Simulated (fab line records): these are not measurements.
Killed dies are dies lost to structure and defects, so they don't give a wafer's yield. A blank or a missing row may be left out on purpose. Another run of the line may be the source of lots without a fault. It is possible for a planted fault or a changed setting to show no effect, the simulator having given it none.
Which tool did it? | flow ritCmos | 42 wafers sampled from 14 lots at 1 step of a route of 202

== WHAT EACH GAUGE READ, for each wafer ==
Not one reading of a measure or inspect step in the record can be checked against a usual standard deviation.

== WHAT TOOL EACH LOT RAN ON (gives the tool, then ch and the chambers of the sampled wafers, and finally the start) ==
lot  | RIT_GATE_SOFTBAKE_12
L729 | lithoTrack-02 ch 0, day 2 15:13
L730 | lithoTrack-04 ch 0, day 2 17:04
L731 | lithoTrack-03 ch 0, day 3 00:03
L733 | lithoTrack-03 ch 0, day 3 09:56
L734 | lithoTrack-04 ch 0, day 3 13:46
L735 | lithoTrack-02 ch 0, day 3 17:26
L736 | lithoTrack-03 ch 0, day 3 23:44
L738 | lithoTrack-02 ch 0, day 4 09:46
L739 | lithoTrack-02 ch 0, day 4 13:50
L740 | lithoTrack-03 ch 0, day 4 19:03
L741 | lithoTrack-03 ch 0, day 4 23:25
L744 | lithoTrack-02 ch 0, day 5 15:04
L749 | lithoTrack-04 ch 0, day 6 17:26
L751 | lithoTrack-02 ch 0, day 7 01:41
- RIT_GATE_SOFTBAKE_12: time 60 s.

== AS READ BY THE TOOLS THEMSELVES (means over the sampled wafers that have a number; for cases with no such wafer, the mark the record gives instead) ==
RIT_GATE_SOFTBAKE_12. Usual: heaterPowerTotalW 34.56 W, standard deviation 0.049; runLengthS 89.31 s, standard deviation 0.18.
lot  | tool          | heaterPowerTotalW (W) | runLengthS (s) | flag
L729 | lithoTrack-02 | 34.58                 | 89.05          | 
L730 | lithoTrack-04 | 34.56                 | 89.50          | 
L731 | lithoTrack-03 | 34.58                 | 89.33          | 
L733 | lithoTrack-03 | 34.59                 | 89.31          | 
L734 | lithoTrack-04 | 34.55                 | 89.39          | 
L735 | lithoTrack-02 | 34.53                 | 89.02          | 
L736 | lithoTrack-03 | 34.56                 | 89.35          | 
L738 | lithoTrack-02 | 34.50                 | 89.06          | 
L739 | lithoTrack-02 | 34.58                 | 89.15          | 
L740 | lithoTrack-03 | 35.90                 | 82.24          | OFF
L741 | lithoTrack-03 | 35.89                 | 82.25          | OFF
L744 | lithoTrack-02 | 34.54                 | 89.13          | 
L749 | lithoTrack-04 | 34.56                 | 89.51          | 
L751 | lithoTrack-02 | 34.53                 | 89.20          | 

== THE ANSWER, worked out from the rows above alone ==
Rule: lot off if the mean of its wafers having a number is beyond 3 standard deviations from the usual mean. A lot without any number at a reading at which 4 lots or more have one is off too. Any other lot the step has rows for is counted as sound. First the gauges in route order, then the tools' own readings, where a lot's mean is used as printed above. At the first step where some lot is off, the reading lying furthest off is the one used; lots without a number count as furthest.
Off, at RIT_GATE_SOFTBAKE_12 on runLengthS: L740, L741.
A tool fits if, at that step or a process step before it, it ran every lot that is off, and no sound lot after the first of them. One fits: RIT_GATE_SOFTBAKE_12 on lithoTrack-03. A fault onset in the window from L736 (day 3 23:44, its last sound lot) to L740 (day 4 19:03, its first lot off) fits.
The tool's own readings at RIT_GATE_SOFTBAKE_12 bear it out: on the lots that are off they differ by more than 5 times the standard deviation of the sound lots' means. heaterPowerTotalW reads 35.89 W there against 34.55 W on the sound lots; runLengthS reads 82.25 s there against 89.25 s on the sound lots.

== WHAT THE SIMULATOR HAD PUT IN ==
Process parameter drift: lithoTrack-03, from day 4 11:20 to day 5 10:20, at RIT_GATE_SOFTBAKE_12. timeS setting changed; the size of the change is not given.
Lots struck among those shown: L740, L741. This agrees with what the rule above found.
